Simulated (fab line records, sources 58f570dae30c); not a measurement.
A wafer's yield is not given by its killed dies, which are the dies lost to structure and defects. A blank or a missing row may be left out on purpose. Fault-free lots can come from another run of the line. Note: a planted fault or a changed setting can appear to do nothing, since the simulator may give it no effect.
The tool behind it: which one? :: flow berkeley cmos170 :: route of 331 steps, sampled at 1 step: 14 lots, 42 wafers

== WHAT EACH GAUGE READ, for each wafer ==
UCB170_ACTIVE_CD_MEAS_13: target cd 1200 nm.
lot: L139
measured: day 4 06:43
on: cd sem-01
cd nm (nm): 1199.7 1200.4 1200.3

lot: L140
measured: day 4 07:15
on: cd sem-01
cd nm (nm): 1201.3 1201.0 1201.5

lot: L141
measured: day 4 14:05
on: cd sem-02
cd nm (nm): 1200.6 1201.4 1199.7

lot: L142
measured: day 4 14:22
on: cd sem-01
cd nm (nm): 1198.7 1199.7 1201.0

lot: L148
measured: day 5 17:09
on: cd sem-01
cd nm (nm): 1199.5 1199.2 1200.5

lot: L146
measured: day 5 17:28
on: cd sem-01
cd nm (nm): 1202.6 1201.2 1200.6

lot: L147
measured: day 5 17:47
on: cd sem-01
cd nm (nm): 1200.7 1198.7 1199.6

lot: L143
measured: day 5 18:02
on: cd sem-01
cd nm (nm): 1202.0 1200.3 1200.7

lot: L151
measured: day 6 07:46
on: cd sem-01
cd nm (nm): 1198.6 1199.7 1198.5

lot: L153
measured: day 6 21:53
on: cd sem-01
cd nm (nm): 1202.4 1201.6 1200.7

lot: L155
measured: day 7 11:07
on: cd sem-01
cd nm (nm): 1202.2 1201.5 1201.6

lot: L156
measured: day 7 11:55
on: cd sem-02
cd nm (nm): 1201.6 1201.8 1201.4

lot: L160
measured: day 8 08:26
on: cd sem-01
cd nm (nm): 1200.7 1198.9 1199.8

lot: L161
measured: day 8 17:04
on: cd sem-02
cd nm (nm): 1196.7 1197.6 1197.0

== WHICH TOOL RAN EACH LOT (tool, then ch and the chambers of the sampled wafers, then the start) ==
Before these readings, the record contains no process step.

== AS READ BY THE TOOLS THEMSELVES (means over the sampled wafers that have a number; for cases with no such wafer, the mark the record gives instead) ==
The record holds no such reading with a usual standard deviation.

== THE ANSWER, worked out from the rows above alone ==
Rule: the lots themselves supply what counts as usual. Put in order of their means at a reading, lots are off if they are a third of the lots or fewer, leave a main group of 4 or more, and stand apart from it by a gap of 3 or more times the standard deviation of the main group's means; of several such gaps the widest counts. Not used: any main group whose means are identical at the precision the tables above print for the reading. A lot without any number at a reading at which 4 lots or more have one is off too. All remaining lots with rows at the step are treated as sound. After the gauges, taken in route order, come the tools' own readings; for these a lot's mean is taken, as printed above. At the first step where some lot is off, the reading lying furthest off is the one used; lots without a number count as furthest.
Nothing can be told from this: no lot is off at any reading shown.

== WHAT WAS PUT IN BY THE SIMULATOR ==
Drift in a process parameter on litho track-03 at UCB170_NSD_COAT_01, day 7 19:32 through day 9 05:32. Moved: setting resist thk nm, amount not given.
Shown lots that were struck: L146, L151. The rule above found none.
